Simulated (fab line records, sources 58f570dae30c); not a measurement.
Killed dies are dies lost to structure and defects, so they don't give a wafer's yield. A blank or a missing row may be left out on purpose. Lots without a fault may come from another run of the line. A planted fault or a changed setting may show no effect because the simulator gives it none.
fab line records | flow berkeley_cmos170
record lots=6 wafers=18 last_day=14
route steps=331 shown PWELL@44 WELLDRIVE@55 M3@331
lots that met no fault: from a run of the same line without faults
start_h: hours from the record's first day to the start of the lot's first wafer shown | wait_h: hours since the lot's step before | " the same as in the row above | L1.1+2: a row that stands for several wafers | - no value, or no start given | * or withheld: withheld | < > ~ a bound
route shown NAME@n: a module of which the file shows steps, and the number in the route of the first | usual: mean/standard deviation of fault-free wafers | same: alike in all rows | chamber/n: place in a boat | sites: the reading at each site | _std_site: their standard deviation | _edge_site: outer sites' mean less inner sites' | radius_mm: how far each site lies from the wafer's centre | mask NAME#n: copy n | behind: the tool/chamber that last shaped the wafer | hold: why the lot was held/for how many hours/how that ended | device: the transistor (n, p or np) that didn't switch | end of line: the same wafers' tests at the end of the route | a step without rows: its recipe alone | killed: dies lost to structure and defects at the first sort, not the wafer's yield | map: a wafer's dies, x killed, . not, _ none there
set.NAME: the setting as run; set.NAME@STEP: as run at that earlier step | model.NAME: the simulator's own value behind a step, which no gauge read
lots at some steps of the route; a table a step, a row a wafer
services: from which hour (start_h, from the record's first day; less than 0 if before it) a tool's chamber was out of use, for how many hours, and why
## steps
# step UCB170_PWELL_EXPOSE_10
# recipe mask_id=PWELL target_cd_nm=3000 na=0.5 sigma_outer=0.6 source_shape=conventional dose_mj=19
# step UCB170_PWELL_PEB_11
# recipe peb_temp_c=130 peb_time_s=withheld resist=KrF
# step UCB170_PWELL_DEVELOP_12
# recipe developer=TMAH develop_time_s=45 resist=KrF dev_temp_c=21
# step UCB170_PWELL_OVL_MEAS_13
# usual PWELL_OVL=0/5.2
# columns lot.wafer tool chamber start_h wait_h PWELL_OVL[nm]
L661.3 overlay-02 - 81.55 - -3
L661.4 " - " " -3
L661.5 " - " " -1
L664.1 overlay-02 - 95.83 - -8
L664.2 " - " " -2
L664.5 " - " " -7
L666.2 overlay-02 - 104.16 - -6
L666.4 " - " " -6
L666.6 " - " " -6
L668.1 overlay-01 - 107.88 - 1
L668.3 " - " " 9
L668.6 " - " " 0
L667.1 overlay-01 - 108.50 - 4
L667.4 " - " " 1
L667.6 " - " " 6
L679.2 overlay-02 - 174.99 - -7
L679.5 " - " " 3
L679.6 " - " " -11
# step UCB170_PWELL_ETCH_14
# recipe chemistry=CH3F/Ar/O2 target=Si3N4 stop_on=SiO2 CH3F_flow_sccm=20 Ar_flow_sccm=50 O2_flow_sccm=7 pressure_mtorr=50 rf_w=450 target_depth_a=2420 over_etch_frac=0.1 time_s=151
# usual drypump_motor_current_A=5.7/0.47 oes_product_au=0.936/0.012 throttle_valve_pct=8.01/0.12
# columns lot.wafer tool chamber start_h wait_h drypump_motor_current_A oes_product_au rf_hours_counter_h throttle_valve_pct
L661.3 rie_diel-02 0 81.57 0.0 5.2 0.928 56 7.86
L661.4 " 3 " " 6.3 0.952 - 7.97
L661.5 " 0 " " 5.2 0.932 - 7.84
L664.1 rie_diel-01 0 95.86 0.0 5.2 0.929 131 8.09
L664.2 " 1 " " 4.8 0.940 9 8.01
L664.5 " 3 " " 6.1 0.915 - 7.98
L666.2 rie_diel-02 2 104.19 0.0 5.8 0.938 61 8.27
L666.4 " 1 " " 5.5 0.942 160 7.95
L666.6 " 0 " " 5.2 0.929 - 7.86
L668.1 rie_diel-01 0 107.92 0.0 5.2 0.942 131 8.08
L668.3 " 1 " " 4.8 0.947 9 8.02
L668.6 " 2 " " 6.3 0.927 - 8.01
L667.1 rie_diel-02 3 108.54 0.0 6.3 0.940 54 7.96
L667.4 " 1 " " 5.5 0.943 160 7.96
L667.6 " 3 " " 6.3 0.932 - 7.96
L679.2 rie_diel-01 3 175.02 0.0 6.1 0.924 143 7.97
L679.5 " 1 " " 4.8 0.932 - 8.01
L679.6 " 2 " " 6.3 0.918 - 8.00
# step UCB170_PWELL_IMPLANT_15
# recipe species=B dose_cm2=5e+12 energy_kev=60 tilt_deg=7
# step UCB170_PWELL_STRIP_16
# recipe chemistry=O2 power_w=400 pressure_mtorr=3500 platen_temp_c=withheld o2_flow_sccm=400 overash_fraction=0.5
# usual drypump_motor_current_A=5.55/0.24 oes_product_au=0.721/0.0044 strip_time_to_endpoint_s=18.07/0.1
# columns lot.wafer tool chamber start_h wait_h drypump_motor_current_A oes_product_au rf_hours_counter_h strip_time_to_endpoint_s
L661.3 plasma_asher-03 1 81.85 0.1 5.32 0.722 - 17.98
L661.4 " 0 " " 5.72 0.719 - 18.12
L661.5 " 1 " " 5.28 0.722 - 17.94
L664.1 plasma_asher-04 0 96.11 0.1 5.40 0.723 30 18.17
L664.2 " 1 " " 5.68 0.721 30 17.95
L664.5 " 1 " " 5.71 0.723 - 17.95
L666.2 plasma_asher-02 1 104.44 0.1 5.31 0.722 40 18.04
L666.4 " 0 " " 5.87 0.720 - 17.99
L666.6 " 0 " " 5.86 0.726 - 17.98
L668.1 plasma_asher-04 1 108.17 0.1 5.67 0.719 32 18.23
L668.3 " 0 " " 5.40 0.723 - 18.16
L668.6 " 0 " " 5.39 0.725 - 18.13
L667.1 plasma_asher-02 0 108.79 0.1 5.89 0.719 41 18.28
L667.4 " 0 " " 5.87 0.715 - 18.12
L667.6 " 0 " " 5.86 0.717 - 18.25
L679.2 plasma_asher-04 0 175.27 0.1 5.42 0.720 38 17.91
L679.5 " 0 " " 5.42 0.729 - 17.96
L679.6 " 1 " " 5.72 0.717 - 18.08
# step UCB170_PWELL_TW_MEAS_17
# usual PWELL_TW=382.9/2.8
# columns lot.wafer tool chamber start_h wait_h PWELL_TW
L661.3 film_metro-01 - 81.94 0.1 385.3
L661.4 " - " " 385.0
L661.5 " - " " 383.9
L664.1 film_metro-02 - 96.21 0.1 382.9
L664.2 " - " " 384.3
L664.5 " - " " 384.1
L666.2 film_metro-01 - 104.55 0.1 384.6
L666.4 " - " " 381.4
L666.6 " - " " 382.1
L668.1 film_metro-04 - 108.27 0.1 380.1
L668.3 " - " " 381.6
L668.6 " - " " 381.5
L667.1 film_metro-02 - 108.89 0.1 383.7
L667.4 " - " " 382.2
L667.6 " - " " 382.5
L679.2 film_metro-02 - 175.38 0.1 385.7
L679.5 " - " " 386.0
L679.6 " - " " 386.8
# step UCB170_PWELL_CLEAN_18
# recipe chemistry=SPM temp_c=120 time_s=600
# step UCB170_PWELL_WET_ETCH_19
# recipe chemistry=H3PO4 target=Si3N4 temp_c=160 time_s=14400
# step UCB170_PWELL_WET_ETCH_20
# recipe chemistry=BOE dilution=5:1 target=SiO2 temp_c=25 time_s=22
# step UCB170_WELLDRIVE_CLEAN_00
# recipe chemistry=SPM temp_c=120 time_s=600
# step UCB170_WELLDRIVE_OXIDATION_01
# recipe temp_c=1100 ambient=O2 target_thk_a=1990 ox_time_s=9000
# usual ox_temp_c=1099.9/0.42
# columns lot.wafer tool chamber start_h wait_h ox_temp_c model.SiO2_of_WELLDRIVE_OXIDATION_01.thk_nm
L661.3 furnace-01 0 90.36 3.6 1100.5 204.7
L661.4 " 0 " " 1099.6 204.3
L661.5 " 0 " " 1099.7 206.4
L664.1 furnace-04 0 104.88 3.7 1100.9 202.4
L664.2 " 0 " " 1100.4 204.1
L664.5 " 0 " " 1099.8 202.9
L666.2 furnace-02 0 112.52 3.2 1099.5 194.9
L666.4 " 0 " " 1099.7 193.3
L666.6 " 0 " " 1099.5 193.1
L667.1 furnace-01 0 120.93 7.4 1099.8 125.8
L667.4 " 0 " " 1099.4 126.7
L667.6 " 0 " " 1099.8 130.4
L668.1 furnace-01 0 120.93 8.1 1099.4 119.1
L668.3 " 0 " " 1100.0 117.8
L668.6 " 0 " " 1099.9 116
L679.2 furnace-04 0 185.20 4.8 1100.6 202.2
L679.5 " 0 " " 1100.0 208.6
L679.6 " 0 " " 1100.0 206.3
# step UCB170_WELLDRIVE_THK_MEAS_02
# recipe reads=SiO2_of_WELLDRIVE_OXIDATION_01
# usual WELLDRIVE_OXIDE_THK=201/4.2
# columns lot.wafer tool chamber start_h wait_h WELLDRIVE_OXIDE_THK[nm]
L661.3 film_metro-02 - 93.88 0.0 205
L661.4 " - " " 204
L661.5 " - " " 207
L664.1 film_metro-01 - 108.38 0.0 202
L664.2 " - " " 204
L664.5 " - " " 203
L666.2 film_metro-02 - 116.03 0.0 195
L666.4 " - " " 193
L666.6 " - " " 193
L667.1 film_metro-03 - 124.43 0.0 126
L667.4 " - " " 127
L667.6 " - " " 130
L668.1 film_metro-02 - 124.43 0.0 119
L668.3 " - " " 118
L668.6 " - " " 116
L679.2 film_metro-01 - 188.71 0.0 202
L679.5 " - " " 209
L679.6 " - " " 206
# step UCB170_WELLDRIVE_ANNEAL_03
# recipe temp_c=1100 time_s=900 ambient=N2
# step UCB170_M3_PROBE_99
# columns lot.wafer tool chamber start_h wait_h model.etest.nwell_pinched.rs_ohm_sq model.etest.nwell.width_nm model.etest.nwell.rs_ohm_sq model.etest.field_p_metal.vt_v model.etest.field_p.vt_v model.etest.iso_pplus_pwell.bv_v model.etest.vpnp.gain model.etest.pmos_0p35.swing_mv_dec
L661.3 prober-02 - 227.45 0.2 1277 2362 854.9 -60.9 -22.23 24.79 11.19 75.81
L661.4 prober-02 - 227.50 0.2 1284 2365 866.9 -61.12 -22.29 24.89 11.39 76.25
L661.5 prober-02 - 227.55 0.2 1282 2364 868.8 -61.41 -22.04 24.85 11.23 76.22
L664.1 prober-02 - 234.79 0.1 1276 2368 858.8 -60.2 -22.28 24.96 11.21 76.31
L664.2 prober-02 - 234.84 0.1 1272 2370 868 -61.53 -22.1 25.4 10.99 76.5
L664.5 prober-02 - 234.99 0.2 1274 2369 862.7 -59.19 -21.38 24.36 11.43 76.14
L667.1 prober-01 - 247.39 0.1 1544 2505 919.7 -65.71 -24.26 26.41 13.18 76.23
L667.4 prober-01 - 247.54 0.2 1533 2494 914.3 -66.89 -24.6 26.35 13.28 76.09
L667.6 prober-01 - 247.64 0.2 1541 2514 925.7 -65.74 -23.75 26.61 13.15 75.86
L668.1 prober-02 - 247.80 0.1 1552 2502 921.9 -65.28 -23.48 26.48 13.11 76.69
L668.3 prober-02 - 247.90 0.2 1530 2510 914.8 -66.17 -23.78 26.51 13.1 76.35
L668.6 prober-02 - 248.05 0.2 1528 2489 915.8 -65.57 -23.69 26.55 12.96 76.42
L666.2 prober-01 - 248.33 0.1 1306 2375 871.7 -59.58 -20.8 22.47 11.54 75.44
L666.4 prober-01 - 248.43 0.2 1278 2369 861.2 -60.11 -21.06 22.93 11.66 75.96
L666.6 prober-01 - 248.53 0.2 1300 2365 872.1 -59.66 -20.91 22.51 11.52 75.59
L679.2 prober-01 - 324.73 0.1 1273 2369 854.4 -58.45 -20.13 21.85 11.16 75.09
L679.5 prober-01 - 324.88 0.2 1285 2380 860.4 -58.09 -19.72 21.07 11.36 75.4
L679.6 prober-01 - 324.93 0.2 1274 2363 857.9 -59.55 -19.89 21.46 11.21 74.64
# killed by level:class
L661.3 M1:geometric_particle:short=1
L661.4 SILICIDE:geometric_particle:open=1 SILICIDE:geometric_particle:short=1
L661.5 SACOX:geometric_particle:open=1
L664.1 SILICIDE:geometric_particle:short=1
L664.2 SACOX:geometric_particle:short=1
L664.5 SILICIDE:geometric_particle:short=2 SACOX:geometric_particle:short=1 SPACER:geometric_particle:short=1
L667.1 SACOX:geometric_particle:open=1 M3:geometric_particle:open=1 M3:geometric_particle:short=1
L667.4 V1:geometric_particle:short=1
L667.6 V2:geometric_particle:open=2 SCREENOX:geometric_particle:open=1 GATE:geometric_particle:short=1 SPACER:geometric_particle:short=1
L666.2 SCREENOX:geometric_particle:open=1 SPACER:geometric_particle:open=1
L666.4 FIELD:geometric_particle:open=1 SILICIDE:geometric_particle:short=1 V1:geometric_particle:open=1 M3:geometric_particle:short=1
L666.6 START:geometric_particle:short=1 GATE:geometric_particle:open=1 SPACER:geometric_particle:open=1 M1:geometric_particle:short=1 V1:geometric_particle:short=1
L679.2 SACOX:geometric_particle:open=2 SCREENOX:geometric_particle:short=1 SCREENOX:geometric_particle:open=1 GATE:geometric_particle:short=1 SILICIDE:geometric_particle:open=1
L679.5 START:geometric_particle:open=1 SCREENOX:geometric_particle:short=1 ACTIVE:area_etch=1
L679.6 SCREENOX:geometric_particle:open=1 V1:geometric_particle:open=1
## services
# columns tool chamber start_h hours kind
furnace-01 - 65.62 2.8 pm
rie_diel-02 2 75.14 13.7 repair
rie_diel-01 1 116.66 6.4 repair
plasma_asher-02 - 117.05 8.3 repair
furnace-04 - 125.00 3.5 pm
plasma_asher-04 - 128.24 10.0 pm
rie_diel-02 1 129.19 - clean
rie_diel-02 1 129.19 23.6 scheduled_down
rie_diel-02 1 129.19 23.6 vent_cycle
rie_diel-01 0 134.74 3.9 repair
plasma_asher-04 - 147.44 3.3 repair
plasma_asher-03 - 148.33 2.8 pm
## key
first_sign step=UCB170_WELLDRIVE_THK_MEAS_02 reading=WELLDRIVE_OXIDE_THK direction=down sigmas=19 usual=201 struck=123
effect none on later readings
model_effect step=UCB170_WELLDRIVE_OXIDATION_01 value=SiO2_of_WELLDRIVE_OXIDATION_01.thk_nm without=200 struck=122.6
model_effect step=UCB170_M3_PROBE_99 value=etest.nwell_pinched.rs_ohm_sq without=1289 struck=1538
met_at UCB170_WELLDRIVE_OXIDATION_01
struck_wafers L667.1,L667.4,L667.6,L668.1,L668.3,L668.6
sort_left_out L668.1,L668.3,L668.6
tester_left_out L667,L668
onset_between 90.36 120.93
fault kind=process_parameter_drift tool=furnace-01 chamber=- onset_h=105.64 steps=UCB170_WELLDRIVE_OXIDATION_01 channel=ox_time_s offset=* shape=step end_h=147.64 acts_in=* stated=*
# tester_left_out: of these lots the tester's yield and bins aren't shown, on N5 and GAA mostly nor the transistor test; their killed dies are dies lost to structure and defects alone, not to doping, threshold or leakage, so they don't give the yield
# sort_left_out: the simulated sort isn't trusted on such a fault, so these wafers' sort isn't shown, and their yield isn't known
